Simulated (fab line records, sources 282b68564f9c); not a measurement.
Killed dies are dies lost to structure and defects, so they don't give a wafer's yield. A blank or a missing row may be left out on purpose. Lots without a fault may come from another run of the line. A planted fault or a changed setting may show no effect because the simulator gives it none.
One fault seen from 2 desks | flow rit_cmos | each desk has only its own numbers; what lay behind them comes last

THE METROLOGY DESK
What the gauges read, lot by lot, whatever tool the lot ran on: means of the sampled wafers that have a number. A lot is out of limits, marked OUT, if its mean lies more than 4 standard deviations from the usual mean; the brackets give that distance.
Columns: A = NRETRO_TW at RIT_NRETRO_TW_MEAS_10, usual 1048; B = NSD_TW at RIT_NSD_TW_MEAS_10, usual 3117; C = NSD_RS at RIT_SDANNEAL_RS_MEAS_05, usual 84.52 ohm/sq
lot  | first seen here | A    | B               | C
L287 | day 2 06:27     | 1051 | 3095            | 84.38
L288 | day 2 10:28     | 1059 | 3091            | 84.41
L289 | day 2 15:46     | 1040 | 3129            | 84.75
L291 | day 3 03:43     | 1039 | 3139            | 84.39
L292 | day 3 08:19     | 1046 | 3096            | 84.87
L294 | day 3 20:29     | 1038 | 3095            | 84.82
L295 | day 3 23:38     | 1040 | 3152            | 84.57
L299 | day 4 17:44     | 1041 | 3088            | 84.78
L301 | day 5 03:56     | 1042 | 3308 (+6.6) OUT | 81.66 (-12) OUT
L302 | day 5 10:39     | 1058 | 3109            | 84.51
L303 | day 5 16:04     | 1059 | 3382 (+9.1) OUT | 81.41 (-13) OUT
L306 | day 6 04:43     | 1059 | 3111            | 84.58
L307 | day 6 10:13     | 1058 | 3142            | 84.69
L308 | day 6 15:19     | 1047 | 3153            | 84.15
This desk's finding: out of limits on L301, L303; first on L301, day 5 20:46 (NSD_TW at RIT_NSD_TW_MEAS_10). In limits: L287, L288, L289, L291, L292, L294, L295, L299, L302, L306, L307, L308.

THE TOOL OWNER'S DESK: implanter-04
The tool's own readings at RIT_NSD_IMPLANT_08: means of the sampled wafers that have a number, for each lot that ran on this tool. A lot is out of limits, marked OUT, if its mean lies more than 4 standard deviations from the usual mean; the brackets give that distance.
Columns: A = beam_energy_keV at RIT_NSD_IMPLANT_08, usual 25.001
lot  | first seen here | A
L294 | day 4 15:35     | 25.005
L295 | day 4 16:06     | 25.001
L301 | day 5 20:28     | 32.499 (+99 or more) OUT
L303 | day 6 11:26     | 32.508 (+99 or more) OUT
This desk's finding: out of limits on L301, L303; first on L301, day 5 20:28 (beam_energy_keV at RIT_NSD_IMPLANT_08). In limits: L294, L295.

PUT TOGETHER
The tool owner's desk could have raised an alarm at day 5 20:28, on L301, L303.
The metrology desk could have raised an alarm at day 5 20:46, on L301, L303.
Of the lots named, all ran RIT_NSD_IMPLANT_08 on implanter-04.

WHAT THE SIMULATOR HAD PUT IN
Process parameter drift: implanter-04, from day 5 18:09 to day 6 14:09, at RIT_NSD_IMPLANT_08. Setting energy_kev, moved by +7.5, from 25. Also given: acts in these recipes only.
Lots struck among those shown: L301, L303.
Hours from the fault's start to each desk's first reading out of limits: the tool owner's desk, 2; the metrology desk, 3.
